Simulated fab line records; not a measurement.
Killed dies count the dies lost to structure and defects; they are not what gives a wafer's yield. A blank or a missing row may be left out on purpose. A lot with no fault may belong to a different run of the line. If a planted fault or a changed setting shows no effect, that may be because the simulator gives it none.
Commonality check across tools / flow berkeley-cmos170 / 12 lots and 36 wafers in the sample

## WHAT PROMPTED THE OPENING
At UCB170_SDANNEAL_RS_MEAS_05 the reading NLDD_RS is flagged on 2 of 12 lots. No-fault wafers: 615.9 ohm/sq, standard deviation 1.7.
Rule: a lot gets a flag if all its wafers with a number sit over 4 standard deviations from that mean, or if no wafer of it has a number. All remaining lots are regarded as sound.

lot=L560; measured=day 7 20:21; on=film-metro-03; NLDD_RS (ohm/sq), wafer by wafer=616.9 616.1 615.6; flag=
lot=L562; measured=day 8 11:55; on=film-metro-02; NLDD_RS (ohm/sq), wafer by wafer=613.6 615.3 614.9; flag=
lot=L561; measured=day 8 12:15; on=film-metro-03; NLDD_RS (ohm/sq), wafer by wafer=613.6 613.9 613.7; flag=
lot=L565; measured=day 8 20:44; on=film-metro-04; NLDD_RS (ohm/sq), wafer by wafer=614.3 615.4 616.7; flag=
lot=L563; measured=day 8 20:56; on=film-metro-02; NLDD_RS (ohm/sq), wafer by wafer=616.7 618.3 617.4; flag=
lot=L564; measured=day 8 21:08; on=film-metro-03; NLDD_RS (ohm/sq), wafer by wafer=614.6 614.0 614.7; flag=
lot=L568; measured=day 10 17:05; on=film-metro-04; NLDD_RS (ohm/sq), wafer by wafer=627.7 627.5 628.4; flag=FLAGGED
lot=L572; measured=day 10 17:40; on=film-metro-04; NLDD_RS (ohm/sq), wafer by wafer=627.1 625.6 626.3; flag=FLAGGED
lot=L575; measured=day 10 18:09; on=film-metro-04; NLDD_RS (ohm/sq), wafer by wafer=618.0 618.5 617.0; flag=
lot=L578; measured=day 11 14:53; on=film-metro-04; NLDD_RS (ohm/sq), wafer by wafer=618.7 618.3 618.5; flag=
lot=L577; measured=day 11 15:34; on=film-metro-03; NLDD_RS (ohm/sq), wafer by wafer=615.3 616.0 617.6; flag=
lot=L582; measured=day 12 17:17; on=film-metro-04; NLDD_RS (ohm/sq), wafer by wafer=616.0 616.9 618.0; flag=
On average the flagged lots' numbers are 627.1 ohm/sq, which is +11.2 ohm/sq against the usual, or +7 standard deviations.

## LOT BY LOT: THE TOOL USED
The record holds 1 process step before the reading, out of a route of 331 steps. Each cell gives the tool, then ch followed by the chambers the sampled wafers passed through, then the start.
lot=L560; flag=; UCB170_NLDD_IMPLANT_09=implanter-03 ch 0, day 7 09:46
lot=L562; flag=; UCB170_NLDD_IMPLANT_09=implanter-04 ch 0, day 7 23:55
lot=L561; flag=; UCB170_NLDD_IMPLANT_09=implanter-02 ch 0, day 7 23:28
lot=L565; flag=; UCB170_NLDD_IMPLANT_09=implanter-02 ch 0, day 8 09:10
lot=L563; flag=; UCB170_NLDD_IMPLANT_09=implanter-03 ch 0, day 8 09:34
lot=L564; flag=; UCB170_NLDD_IMPLANT_09=implanter-04 ch 0, day 8 09:52
lot=L568; flag=FLAGGED; UCB170_NLDD_IMPLANT_09=implanter-04 ch 0, day 10 04:01
lot=L572; flag=FLAGGED; UCB170_NLDD_IMPLANT_09=implanter-04 ch 0, day 10 04:21
lot=L575; flag=; UCB170_NLDD_IMPLANT_09=implanter-02 ch 0, day 10 04:37
lot=L578; flag=; UCB170_NLDD_IMPLANT_09=implanter-02 ch 0, day 10 23:31
lot=L577; flag=; UCB170_NLDD_IMPLANT_09=implanter-03 ch 0, day 11 00:02
lot=L582; flag=; UCB170_NLDD_IMPLANT_09=implanter-02 ch 0, day 12 04:17
What these steps do:
- UCB170_NLDD_IMPLANT_09
- UCB170_SDANNEAL_RS_MEAS_05: measures by four-point-probe.

## FLAGGED AGAINST TOTAL, ONE TOOL AT A TIME (gauges that did the reading follow at the end)
step=UCB170_NLDD_IMPLANT_09; tool=implanter-02; lots run=5; flagged=0; share of the flagged lots=none; sound lots run after its first flagged lot=-
step=UCB170_NLDD_IMPLANT_09; tool=implanter-03; lots run=3; flagged=0; share of the flagged lots=none; sound lots run after its first flagged lot=-
step=UCB170_NLDD_IMPLANT_09; tool=implanter-04; lots run=4; flagged=2; share of the flagged lots=all; sound lots run after its first flagged lot=0
step=UCB170_SDANNEAL_RS_MEAS_05; tool=film-metro-02; lots run=2; flagged=0; share of the flagged lots=none; sound lots run after its first flagged lot=-
step=UCB170_SDANNEAL_RS_MEAS_05; tool=film-metro-03; lots run=4; flagged=0; share of the flagged lots=none; sound lots run after its first flagged lot=-
step=UCB170_SDANNEAL_RS_MEAS_05; tool=film-metro-04; lots run=6; flagged=2; share of the flagged lots=all; sound lots run after its first flagged lot=3 (L575,L578,L582)

## WHAT IS ALLOWED BY THE TABLE
2 rows of the table ran every flagged lot: implanter-04 at UCB170_NLDD_IMPLANT_09, film-metro-04 at UCB170_SDANNEAL_RS_MEAS_05.
- implanter-04 at UCB170_NLDD_IMPLANT_09: 2 of its 4 lots flagged. It ran its last sound lot, L564, at day 8 09:52 and its first flagged lot, L568, at day 10 04:01: a fault with its onset between the two fits. Its own readings (dose-ions-cm2) fall more than 4 standard deviations out on all wafers of the flagged lots.
- film-metro-04 at UCB170_SDANNEAL_RS_MEAS_05: 2 of its 6 lots flagged. Sound lots ran on it after the first flagged one (L575, L578, L582), which a lasting fault on the whole tool wouldn't allow.
Left over: one tool, implanter-04 at UCB170_NLDD_IMPLANT_09.

## WHAT WAS PUT IN BY THE SIMULATOR
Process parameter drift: implanter-04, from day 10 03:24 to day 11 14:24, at UCB170_NLDD_IMPLANT_09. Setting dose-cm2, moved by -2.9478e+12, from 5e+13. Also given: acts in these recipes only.
Lots struck among those shown: L568, L572. This agrees with what the rule above found.
